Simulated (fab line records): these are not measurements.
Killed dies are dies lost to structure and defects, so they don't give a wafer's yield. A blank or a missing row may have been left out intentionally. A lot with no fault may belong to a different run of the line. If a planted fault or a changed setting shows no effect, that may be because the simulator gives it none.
Split-lot study / flow berkeley_cmos170 / 23 wafers read from 5 lots, route of 331 steps

== ABOUT THE SPLIT ==
At UCB170_CONTACT_PEB_13, the setting peb_temp_c was moved away from the recipe's 130 C on 8 of the 23 wafers read, by +1.0% to +2.8%. For the rest of the wafers, this setting stayed at what the recipe calls for.

== FROM THE SPLIT TO THE READING: what the file shows between them, 5 steps ==
- UCB170_CONTACT_DEVELOP_14: develop time 45 s
- UCB170_CONTACT_CD_MEAS_15: target cd 700 nm
- UCB170_CONTACT_ETCH_17: etches BARC in N2/H2
- UCB170_CONTACT_ETCH_18: etches PSG in CHF3/CF4/Ar, stops on TiSi2, target depth 840 nm, time 195 s
- UCB170_CONTACT_STRIP_19: strips in O2

== THE READING ==
cd_nm, in nm, at UCB170_CONTACT_CD_MEAS_90 (target cd 700 nm). Typical for fault-free wafers on this fab line: 700.7 nm, with standard deviation 1.6 nm.

wafer=L078.1; tool, chamber at the split=litho_track-02, 0; peb_temp_c as run, C=131.3; against the recipe=+1.0%; cd_nm, nm=706.7; against lot-mates on the recipe=+7.0
wafer=L078.3; tool, chamber at the split=litho_track-02, 0; peb_temp_c as run, C=131.3; against the recipe=+1.0%; cd_nm, nm=706.7; against lot-mates on the recipe=+7.0
wafer=L078.4; tool, chamber at the split=litho_track-02, 0; peb_temp_c as run, C=130; against the recipe=recipe; cd_nm, nm=700.2; against lot-mates on the recipe=-
wafer=L078.5; tool, chamber at the split=litho_track-02, 0; peb_temp_c as run, C=130; against the recipe=recipe; cd_nm, nm=699.1; against lot-mates on the recipe=-
wafer=L078.6; tool, chamber at the split=litho_track-02, 0; peb_temp_c as run, C=131.3; against the recipe=+1.0%; cd_nm, nm=708.5; against lot-mates on the recipe=+8.8
wafer=L075.1; tool, chamber at the split=litho_track-02, 0; peb_temp_c as run, C=130; against the recipe=recipe; cd_nm, nm=702.9; against lot-mates on the recipe=-
wafer=L075.3; tool, chamber at the split=litho_track-02, 0; peb_temp_c as run, C=130; against the recipe=recipe; cd_nm, nm=701.9; against lot-mates on the recipe=-
wafer=L075.6; tool, chamber at the split=litho_track-02, 0; peb_temp_c as run, C=130; against the recipe=recipe; cd_nm, nm=705.0; against lot-mates on the recipe=-
wafer=L081.1; tool, chamber at the split=litho_track-04, 0; peb_temp_c as run, C=130; against the recipe=recipe; cd_nm, nm=699.5; against lot-mates on the recipe=-
wafer=L081.3; tool, chamber at the split=litho_track-04, 0; peb_temp_c as run, C=133; against the recipe=+2.3%; cd_nm, nm=719.9; against lot-mates on the recipe=+19.3
wafer=L081.4; tool, chamber at the split=litho_track-04, 0; peb_temp_c as run, C=133; against the recipe=+2.3%; cd_nm, nm=718.0; against lot-mates on the recipe=+17.4
wafer=L081.5; tool, chamber at the split=litho_track-04, 0; peb_temp_c as run, C=130; against the recipe=recipe; cd_nm, nm=701.2; against lot-mates on the recipe=-
wafer=L081.6; tool, chamber at the split=litho_track-04, 0; peb_temp_c as run, C=130; against the recipe=recipe; cd_nm, nm=701.0; against lot-mates on the recipe=-
wafer=L080.1; tool, chamber at the split=litho_track-03, 0; peb_temp_c as run, C=130; against the recipe=recipe; cd_nm, nm=701.1; against lot-mates on the recipe=-
wafer=L080.2; tool, chamber at the split=litho_track-03, 0; peb_temp_c as run, C=130; against the recipe=recipe; cd_nm, nm=699.0; against lot-mates on the recipe=-
wafer=L080.3; tool, chamber at the split=litho_track-03, 0; peb_temp_c as run, C=133.7; against the recipe=+2.8%; cd_nm, nm=722.2; against lot-mates on the recipe=+22.2
wafer=L080.4; tool, chamber at the split=litho_track-03, 0; peb_temp_c as run, C=133.7; against the recipe=+2.8%; cd_nm, nm=720.8; against lot-mates on the recipe=+20.8
wafer=L080.6; tool, chamber at the split=litho_track-03, 0; peb_temp_c as run, C=133.7; against the recipe=+2.8%; cd_nm, nm=720.9; against lot-mates on the recipe=+20.9
wafer=L084.1; tool, chamber at the split=litho_track-02, 0; peb_temp_c as run, C=130; against the recipe=recipe; cd_nm, nm=701.5; against lot-mates on the recipe=-
wafer=L084.2; tool, chamber at the split=litho_track-02, 0; peb_temp_c as run, C=130; against the recipe=recipe; cd_nm, nm=702.6; against lot-mates on the recipe=-
wafer=L084.3; tool, chamber at the split=litho_track-02, 0; peb_temp_c as run, C=130; against the recipe=recipe; cd_nm, nm=701.9; against lot-mates on the recipe=-
wafer=L084.4; tool, chamber at the split=litho_track-02, 0; peb_temp_c as run, C=130; against the recipe=recipe; cd_nm, nm=702.5; against lot-mates on the recipe=-
wafer=L084.6; tool, chamber at the split=litho_track-02, 0; peb_temp_c as run, C=130; against the recipe=recipe; cd_nm, nm=702.3; against lot-mates on the recipe=-

THE FIT
A straight line over all 23 wafers: cd_nm changes by +7.11 nm for each +1% of peb_temp_c; r = +0.98; the points scatter about the line by 1.5 nm.
The same after taking each lot's own level away (the mean of its wafers on the recipe; 23 wafers): +7.61 nm for each +1%; r = +0.99; scatter 0.91 nm.
On that fit, the largest move of peb_temp_c shifts the reading by 22 nm.
Across the lots, their own levels run from 699.65 to 703.27 nm, a range of 2.3 times the standard deviation given above.
Consequently the slope shifts little with the lot-to-lot level, the two slopes agreeing.
Check: for one of the wafers moved furthest among these (+2.8%), held out of the fit, the line's prediction against its lot-mates is +21.6 nm. Against them it came out at +22.2 nm.

== ADDITIONAL SPLITS CARRIED BY THESE WAFERS ==
Other splits were also applied to these wafers ahead of the reading. Each is held against what the fit with the lots' levels taken away leaves over:
other split on the same wafers=UCB170_PVT_COAT_01 resist_thk_nm; wafers away from the commonest value=8; r with cd_nm (lot level and that fit taken away)=+0.10
other split on the same wafers=UCB170_PLDD_PEB_04 peb_temp_c; wafers away from the commonest value=6; r with cd_nm (lot level and that fit taken away)=-0.10
other split on the same wafers=UCB170_PLDD_DEVELOP_05 develop_time_s; wafers away from the commonest value=4; r with cd_nm (lot level and that fit taken away)=-0.16
other split on the same wafers=UCB170_NLDD_COAT_01 resist_thk_nm; wafers away from the commonest value=5; r with cd_nm (lot level and that fit taken away)=-0.24
other split on the same wafers=UCB170_CONTACT_CVD_01 temp_c; wafers away from the commonest value=15; r with cd_nm (lot level and that fit taken away)=-0.12

== THE WHOLE CHAIN: every reading that the file lists as answering this split, in the file's order ==
step=UCB170_CONTACT_CD_MEAS_15; what it does=target cd 700 nm; reading=cd_nm; change (the file's fit)=+7.45 nm for each +1% of the setting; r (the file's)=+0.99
step=UCB170_CONTACT_ETCH_17; what it does=etches BARC in N2/H2; reading=CONTACT.cd_nm (the simulator's own value, which no gauge read); change (the file's fit)=+7.63 nm for each +1% of the setting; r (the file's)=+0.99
step=UCB170_CONTACT_ETCH_18; what it does=etches PSG in CHF3/CF4/Ar, stops on TiSi2, target depth 840 nm, time 195 s; reading=CONTACT.cd_nm (the simulator's own value, which no gauge read); change (the file's fit)=+7.73 nm for each +1% of the setting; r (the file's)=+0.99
step=UCB170_CONTACT_CD_MEAS_90; what it does=target cd 700 nm; reading=cd_nm; change (the file's fit)=+7.66 nm for each +1% of the setting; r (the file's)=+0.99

== THE FILE'S OWN FIT ==
cd_nm changes by +7.66 nm for each +1% of peb_temp_c, r = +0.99.
